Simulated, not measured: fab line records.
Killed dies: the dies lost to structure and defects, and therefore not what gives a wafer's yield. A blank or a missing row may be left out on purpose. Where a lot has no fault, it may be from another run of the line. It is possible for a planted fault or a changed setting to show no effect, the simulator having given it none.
fab line records | flow rit-cmos
record lots=14 | wafers=42 | last-day=7
route steps=202 shown CONTACT@168 M1@202
lots that met no fault: from a run of the same line without faults
start-h: start of the lot's first displayed wafer, in hours after the record's first day | wait-h: hours since the lot's step before | " the same as in the row above | L1.1+2: several wafers, shown together as one row | - no value, or no start was given | * or withheld: withheld | < > ~ a bound
route shown NAME@n: names a module that has steps shown in the file, with the first one's number in the route | usual: mean/standard deviation taken from wafers without a fault | same: alike in all rows | chamber/n: place in a boat | sites: the reading at each site | _std_site: how widely they spread, as a standard deviation | _edge_site: the outer-site mean with the inner-site mean subtracted | radius-mm: how far each site lies from the wafer's centre | mask NAME#n: copy n | behind: the tool/chamber that last shaped the wafer | hold: cause of the lot's hold/its duration in hours/its outcome | device: transistor that didn't switch, given as n, p or np | end of line: the route-end tests of the same wafers | a step without rows: its recipe alone | killed: not the wafer's yield, but the dies lost to structure and defects at the first sort | map: a wafer's dies, marking killed ones x, the rest . and places with no die _
set.NAME: the setting that was run; set.NAME@STEP: the one run at that earlier step | model.NAME: the simulator's own value behind a step, which no gauge read
a sample of lots followed through the steps of the route, with each step as a table and each wafer as a row
services: a tool's chamber out of use, with start hour (start-h, from the record's first day; less than 0 if before it), hours out, and reason
## steps
# step RIT_CONTACT_CVD_00
# recipe material=SiO2 | target-thk-nm=400 | precursor=TEOS | temp-c=390 | time-s=61 | rf-w=400
# usual heater-power-w=321/55 | rf-fwd-power-W=397.2/1.4
lot.wafer | tool     | chamber | start-h | wait-h | heater-power-w | rf-fwd-power-W
L294.1    | pecvd-01 | 2       | 59.76   | 0.1    | 325            | 394.4
L294.2    | "        | 0       | "       | "      | 331            | 398.6
L294.5    | "        | 1       | "       | "      | 256            | 399.2
L295.3    | pecvd-03 | 2       | 62.50   | 0.0    | 302            | 398.6
L295.4    | "        | 1       | "       | "      | 221            | 395.5
L295.6    | "        | 2       | "       | "      | 315            | 399.0
L297.2    | pecvd-03 | 1       | 71.16   | 0.0    | 292            | 395.1
L297.5    | "        | 0       | "       | "      | 325            | 396.4
L297.6    | "        | 2       | "       | "      | 313            | 397.9
L298.1    | pecvd-04 | 2       | 76.39   | 0.1    | -              | -
L298.2    | "        | 0       | "       | "      | -              | -
L298.5    | "        | 0       | "       | "      | -              | -
L299.3    | pecvd-01 | 1       | 83.19   | 0.0    | -              | -
L299.5    | "        | 0       | "       | "      | -              | -
L299.6    | "        | 2       | "       | "      | -              | -
L308.2    | pecvd-01 | 2       | 126.13  | 0.0    | 281            | 398.2
L308.3    | "        | 0       | "       | "      | 373            | 397.6
L308.5    | "        | 2       | "       | "      | 298            | 398.8
L309.2    | pecvd-03 | 1       | 129.63  | 0.0    | 294            | 396.5
L309.3    | "        | 0       | "       | "      | 275            | 396.6
L309.6    | "        | 2       | "       | "      | 317            | 398.2
L310.1    | pecvd-04 | 0       | 136.10  | 0.1    | 329            | 397.8
L310.5    | "        | 1       | "       | "      | 343            | 397.9
L310.6    | "        | 2       | "       | "      | 464            | 398.3
L311.1    | pecvd-01 | 1       | 140.28  | 0.1    | 282            | 395.2
L311.3    | "        | 0       | "       | "      | 374            | 397.8
L311.6    | "        | 1       | "       | "      | 297            | 396.6
L312.1    | pecvd-03 | 0       | 144.66  | 0.1    | 334            | 398.6
L312.2    | "        | 1       | "       | "      | 303            | 394.9
L312.4    | "        | 1       | "       | "      | 229            | 396.6
L313.1    | pecvd-04 | 1       | 150.28  | 0.1    | 338            | 395.6
L313.4    | "        | 0       | "       | "      | 358            | 396.6
L313.6    | "        | 2       | "       | "      | 450            | 396.6
L314.1    | pecvd-01 | 0       | 156.36  | 0.1    | 327            | 398.0
L314.2    | "        | 2       | "       | "      | 254            | 397.8
L314.5    | "        | 2       | "       | "      | 275            | 398.4
L315.1    | pecvd-03 | 2       | 160.19  | 0.1    | 328            | 398.1
L315.4    | "        | 2       | "       | "      | 330            | 399.9
L315.6    | "        | 1       | "       | "      | 306            | 396.3
L316.2    | pecvd-04 | 1       | 165.14  | 0.0    | 366            | 397.6
L316.4    | "        | 1       | "       | "      | 264            | 397.5
L316.6    | "        | 2       | "       | "      | 402            | 398.5
# step RIT_M1_PROBE_99
# usual defect-limited-yield=97.4/1.1 | killed-at-contacts=0.0/0.22 | killed-at-front-end=6.9/3 | killed-dies=6.9/3 | killed-open=3.5/2 | killed-short=3.4/2.1 | sort_bin_3_pad_short=0.1/0.23 | sort_bin_5_function=1.5/0.85 | sort_bin_6_memory=1.0/0.59 | sort-n-pass=257.1/3 | sort-yield-pct=97.4/1.1
# same gross-dies=264 | killed_at_M0_to_M3=0 | killed_at_M4_up=0 | killed-at-back-side=0 | killed-at-other=0
lot.wafer | tool      | chamber | start-h | wait-h | defect-limited-yield[%] | killed-at-contacts | killed-at-front-end | killed-dies | killed-open | killed-short | sort_bin_3_pad_short[%] | sort_bin_5_function[%] | sort_bin_6_memory[%] | sort-n-pass | sort-yield-pct[%]
L294.1    | prober-02 | -       | 66.48   | 0.1    | 94.3                    | 1                  | 14                  | 15          | 10          | 5            | 0                       | 3.4                    | 2.3                  | 249.0       | 94.3
L294.2    | prober-02 | -       | 66.53   | 0.1    | 96.6                    | 0                  | 9                   | 9           | 7           | 1            | 0                       | 1.9                    | 1.5                  | 255.0       | 96.6
L294.5    | prober-02 | -       | 66.68   | 0.2    | 96.2                    | 0                  | 10                  | 10          | 4           | 5            | 0                       | 2.7                    | 1.1                  | 254.0       | 96.2
L295.3    | prober-01 | -       | 69.73   | 0.2    | 96.6                    | 0                  | 9                   | 9           | 4           | 5            | 0.4                     | 1.9                    | 1.1                  | 255.0       | 96.6
L295.4    | prober-01 | -       | 69.78   | 0.2    | 97.3                    | 0                  | 7                   | 7           | 2           | 5            | 0                       | 2.3                    | 0.4                  | 257.0       | 97.3
L295.6    | prober-01 | -       | 69.88   | 0.2    | 97.0                    | 1                  | 7                   | 8           | 3           | 5            | 0                       | 2.3                    | 0.8                  | 256.0       | 97.0
L297.2    | prober-01 | -       | 78.27   | 0.1    | 98.5                    | 0                  | 4                   | 4           | 1           | 3            | 0                       | 1.1                    | 0.4                  | 260.0       | 98.5
L297.5    | prober-01 | -       | 78.42   | 0.2    | 96.6                    | 0                  | 9                   | 9           | 3           | 6            | 0                       | 2.7                    | 0.8                  | 255.0       | 96.6
L297.6    | prober-01 | -       | 78.47   | 0.2    | 97.3                    | 0                  | 7                   | 7           | 3           | 4            | 0                       | 0.4                    | 2.3                  | 257.0       | 97.3
L308.2    | prober-02 | -       | 132.54  | 0.1    | 97.3                    | 0                  | 7                   | 7           | 3           | 4            | 0                       | 1.9                    | 0.8                  | 257.0       | 97.3
L308.3    | prober-02 | -       | 132.59  | 0.2    | 98.9                    | 0                  | 3                   | 3           | 1           | 2            | 0                       | 0.4                    | 0.8                  | 261.0       | 98.9
L308.5    | prober-02 | -       | 132.69  | 0.2    | 98.5                    | 0                  | 4                   | 4           | 3           | 1            | 0                       | 0.8                    | 0.8                  | 260.0       | 98.5
L309.2    | prober-01 | -       | 136.25  | 0.1    | 97.0                    | 0                  | 8                   | 8           | 2           | 6            | 0.4                     | 1.5                    | 1.1                  | 256.0       | 97.0
L309.3    | prober-01 | -       | 136.30  | 0.2    | 98.5                    | 0                  | 4                   | 4           | 3           | 1            | 0.4                     | 1.1                    | 0                    | 260.0       | 98.5
L309.6    | prober-01 | -       | 136.45  | 0.2    | 96.6                    | 0                  | 9                   | 9           | 3           | 6            | 0                       | 2.7                    | 0.8                  | 255.0       | 96.6
L310.1    | prober-02 | -       | 142.64  | 0.1    | 97.3                    | 0                  | 7                   | 7           | 2           | 5            | 0                       | 1.9                    | 0.8                  | 257.0       | 97.3
L310.5    | prober-02 | -       | 142.84  | 0.2    | 96.2                    | 0                  | 10                  | 10          | 1           | 9            | 0.4                     | 2.3                    | 1.1                  | 254.0       | 96.2
L310.6    | prober-02 | -       | 142.89  | 0.2    | 97.0                    | 0                  | 8                   | 8           | 3           | 5            | 0                       | 2.3                    | 0.8                  | 256.0       | 97.0
L311.1    | prober-01 | -       | 146.64  | 0.1    | 97.3                    | 0                  | 7                   | 7           | 2           | 4            | 0                       | 1.1                    | 1.5                  | 257.0       | 97.3
L311.3    | prober-01 | -       | 146.74  | 0.2    | 98.5                    | 0                  | 4                   | 4           | 2           | 2            | 0                       | 1.1                    | 0.4                  | 260.0       | 98.5
L311.6    | prober-01 | -       | 146.89  | 0.2    | 97.0                    | 0                  | 8                   | 8           | 4           | 4            | 0                       | 1.5                    | 1.5                  | 256.0       | 97.0
L312.1    | prober-02 | -       | 151.30  | 0.1    | 97.7                    | 0                  | 6                   | 6           | 3           | 3            | 0                       | 1.1                    | 1.1                  | 258.0       | 97.7
L312.2    | prober-02 | -       | 151.35  | 0.1    | 97.7                    | 0                  | 6                   | 6           | 5           | 1            | 0                       | 1.5                    | 0.8                  | 258.0       | 97.7
L312.4    | prober-02 | -       | 151.45  | 0.2    | 97.3                    | 0                  | 7                   | 7           | 2           | 5            | 0.4                     | 1.9                    | 0.4                  | 257.0       | 97.3
L313.1    | prober-01 | -       | 156.57  | 0.1    | 98.5                    | 0                  | 4                   | 4           | 1           | 3            | 0                       | 0.4                    | 1.1                  | 260.0       | 98.5
L313.4    | prober-01 | -       | 156.72  | 0.2    | 97.3                    | 0                  | 7                   | 7           | 2           | 5            | 0                       | 1.1                    | 1.5                  | 257.0       | 97.3
L313.6    | prober-01 | -       | 156.82  | 0.2    | 97.0                    | 0                  | 8                   | 8           | 5           | 3            | 0.4                     | 1.1                    | 1.5                  | 256.0       | 97.0
L314.1    | prober-02 | -       | 162.84  | 0.1    | 97.3                    | 0                  | 7                   | 7           | 3           | 4            | 0                       | 1.5                    | 1.1                  | 257.0       | 97.3
L314.2    | prober-02 | -       | 162.89  | 0.1    | 97.3                    | 0                  | 7                   | 7           | 5           | 2            | 0.4                     | 1.1                    | 1.1                  | 257.0       | 97.3
L314.5    | prober-02 | -       | 163.04  | 0.2    | 97.7                    | 0                  | 6                   | 6           | 3           | 3            | 0                       | 1.5                    | 0.8                  | 258.0       | 97.7
L315.1    | prober-01 | -       | 166.57  | 0.1    | 98.1                    | 0                  | 5                   | 5           | 2           | 3            | 0                       | 1.9                    | 0                    | 259.0       | 98.1
L315.4    | prober-01 | -       | 166.72  | 0.2    | 97.3                    | 0                  | 7                   | 7           | 1           | 6            | 0                       | 1.9                    | 0.8                  | 257.0       | 97.3
L315.6    | prober-01 | -       | 166.82  | 0.2    | 98.1                    | 0                  | 5                   | 5           | 0           | 5            | 0                       | 1.5                    | 0.4                  | 259.0       | 98.1
L316.2    | prober-02 | -       | 171.60  | 0.1    | 98.9                    | 0                  | 3                   | 3           | 1           | 2            | 0                       | 0.4                    | 0.8                  | 261.0       | 98.9
L316.4    | prober-02 | -       | 171.70  | 0.2    | 98.9                    | 0                  | 3                   | 3           | 2           | 1            | 0                       | 1.1                    | 0                    | 261.0       | 98.9
L316.6    | prober-02 | -       | 171.80  | 0.2    | 98.5                    | 0                  | 4                   | 4           | 3           | 1            | 0                       | 0.8                    | 0.8                  | 260.0       | 98.5
# killed by level:class
L294.1 SPACER:geometric-particle:open=3 SILICIDE:geometric-particle:open=3 FOX1:geometric-particle:short=2 FOX1:geometric-particle:open=2 FOX2:geometric-particle:short=1 GATE:geometric-particle:short=1 GATE:geometric-particle:open=1 SILICIDE:geometric-particle:short=1
L294.2 FOX2:geometric-particle:open=2 GATE:geometric-particle:open=2 FOX1:geometric-particle:open=1 FOX2:geometric-particle:short=1 SPACER:geometric-particle:open=1 SILICIDE:geometric-particle:open=1 ACTIVE:coat-microbubble-printed=1
L294.5 GATE:geometric-particle:open=2 SPACER:geometric-particle:short=2 FOX1:geometric-particle:open=1 FOX1:geometric-particle:short=1 FOX2:geometric-particle:open=1 FOX2:geometric-particle:short=1 GATE:geometric-particle:short=1 NWELL:coat-microbubble-printed=1
L295.3 GATE:geometric-particle:open=3 FOX1:geometric-particle:short=2 GATE:geometric-particle:short=1 REOX:geometric-particle:short=1 SPACER:geometric-particle:open=1 SILICIDE:geometric-particle:short=1
L295.4 GATE:geometric-particle:short=2 SPACER:geometric-particle:short=2 FOX1:geometric-particle:short=1 FOX2:geometric-particle:open=1 SPACER:geometric-particle:open=1
L295.6 GATE:geometric-particle:short=2 GATE:geometric-particle:open=2 FOX1:geometric-particle:short=1 FOX2:geometric-particle:short=1 SPACER:geometric-particle:short=1 CONTACT:geometric-particle:open=1
L297.2 GATE:geometric-particle:short=2 FOX1:geometric-particle:short=1 REOX:geometric-particle:open=1
L297.5 GATE:geometric-particle:short=3 REOX:geometric-particle:short=2 SPACER:geometric-particle:open=2 GATE:geometric-particle:open=1 SPACER:geometric-particle:short=1
L297.6 GATE:geometric-particle:short=2 FOX1:geometric-particle:open=1 FOX2:geometric-particle:short=1 GATE:geometric-particle:open=1 SPACER:geometric-particle:open=1 SPACER:geometric-particle:short=1
L308.2 REOX:geometric-particle:short=3 REOX:geometric-particle:open=2 SPACER:geometric-particle:open=1 SILICIDE:geometric-particle:short=1
L308.3 FOX2:geometric-particle:short=1 GATE:geometric-particle:open=1 REOX:geometric-particle:short=1
L308.5 GATE:geometric-particle:open=3 GATE:geometric-particle:short=1
L309.2 GATE:geometric-particle:short=2 SPACER:geometric-particle:short=2 FOX2:geometric-particle:open=1 REOX:geometric-particle:open=1 REOX:geometric-particle:short=1 SILICIDE:geometric-particle:short=1
L309.3 GATE:geometric-particle:open=2 SPACER:geometric-particle:open=1 SILICIDE:geometric-particle:short=1
L309.6 FOX1:geometric-particle:open=2 GATE:geometric-particle:short=2 REOX:geometric-particle:short=2 FOX2:geometric-particle:short=1 REOX:geometric-particle:open=1 SPACER:geometric-particle:short=1
L310.1 GATE:geometric-particle:open=2 GATE:geometric-particle:short=2 FOX1:geometric-particle:short=1 FOX2:geometric-particle:short=1 REOX:geometric-particle:short=1
L310.5 GATE:geometric-particle:short=6 FOX1:geometric-particle:short=1 FOX2:geometric-particle:open=1 REOX:geometric-particle:short=1 SPACER:geometric-particle:short=1
L310.6 GATE:geometric-particle:short=5 GATE:geometric-particle:open=2 FOX2:geometric-particle:open=1
L311.1 FOX1:geometric-particle:open=1 FOX1:geometric-particle:short=1 GATE:geometric-particle:open=1 GATE:geometric-particle:short=1 REOX:geometric-particle:short=1 SPACER:geometric-particle:short=1 NWELL:coat-microbubble-printed=1
L311.3 FOX1:geometric-particle:open=1 GATE:geometric-particle:short=1 SPACER:geometric-particle:short=1 SPACER:geometric-particle:open=1
L311.6 GATE:geometric-particle:open=2 FOX1:geometric-particle:short=1 FOX2:geometric-particle:open=1 GATE:geometric-particle:short=1 REOX:geometric-particle:short=1 REOX:geometric-particle:open=1 SILICIDE:geometric-particle:short=1
L312.1 SPACER:geometric-particle:short=2 FOX1:geometric-particle:open=1 GATE:geometric-particle:short=1 GATE:geometric-particle:open=1 REOX:geometric-particle:open=1
L312.2 GATE:geometric-particle:open=4 GATE:geometric-particle:short=1 SPACER:geometric-particle:open=1
L312.4 REOX:geometric-particle:short=2 FOX2:geometric-particle:short=1 GATE:geometric-particle:open=1 GATE:geometric-particle:short=1 REOX:geometric-particle:open=1 SILICIDE:geometric-particle:short=1
L313.1 GATE:geometric-particle:short=3 SILICIDE:geometric-particle:open=1
L313.4 GATE:geometric-particle:short=4 GATE:geometric-particle:open=2 SPACER:geometric-particle:short=1
L313.6 GATE:geometric-particle:open=4 ACTIVE:geometric-particle:short=1 GATE:geometric-particle:short=1 SILICIDE:geometric-particle:short=1 SILICIDE:geometric-particle:open=1
L314.1 FOX1:geometric-particle:open=3 FOX1:geometric-particle:short=1 GATE:geometric-particle:short=1 REOX:geometric-particle:short=1 SILICIDE:geometric-particle:short=1
L314.2 GATE:geometric-particle:open=2 FOX1:geometric-particle:open=1 REOX:geometric-particle:short=1 REOX:geometric-particle:open=1 SPACER:geometric-particle:open=1 SPACER:geometric-particle:short=1
L314.5 GATE:geometric-particle:open=3 GATE:geometric-particle:short=2 REOX:geometric-particle:short=1
L315.1 SILICIDE:geometric-particle:short=2 FOX1:geometric-particle:open=1 FOX2:geometric-particle:short=1 GATE:geometric-particle:open=1
L315.4 SPACER:geometric-particle:short=2 SILICIDE:geometric-particle:short=2 FOX1:geometric-particle:open=1 GATE:geometric-particle:short=1 REOX:geometric-particle:short=1
L315.6 FOX1:geometric-particle:short=2 GATE:geometric-particle:short=2 SILICIDE:geometric-particle:short=1
L316.2 FOX1:geometric-particle:short=1 SPACER:geometric-particle:open=1 SILICIDE:geometric-particle:short=1
L316.4 GATE:geometric-particle:open=2 SILICIDE:geometric-particle:short=1
L316.6 GATE:geometric-particle:open=2 FOX2:geometric-particle:open=1 GATE:geometric-particle:short=1
## services
tool     | chamber | start-h | hours | kind
pecvd-04 | -       | 45.22   | 28.1  | pm
pecvd-01 | -       | 47.62   | 0.6   | repair
pecvd-01 | -       | 94.67   | 2.8   | pm
pecvd-03 | 2       | 129.69  | 15.3  | repair
## key
first-sign step=RIT_CONTACT_CVD_00 | reading=tool-record | direction=missing
effect none on later readings
met-at RIT_CONTACT_CVD_00
struck-lots L298,L299
scrapped-behind RIT_CONTACT_THK_MEAS_01 L298.1,L298.2,L298.5,L299.3,L299.5,L299.6
onset-between 59.76 76.39
fault kind=skipped-step-whole | tool=pecvd-01,pecvd-04 | chamber=- | onset-h=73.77 | steps=RIT_CONTACT_CVD_00 | scope=struck-lots-only
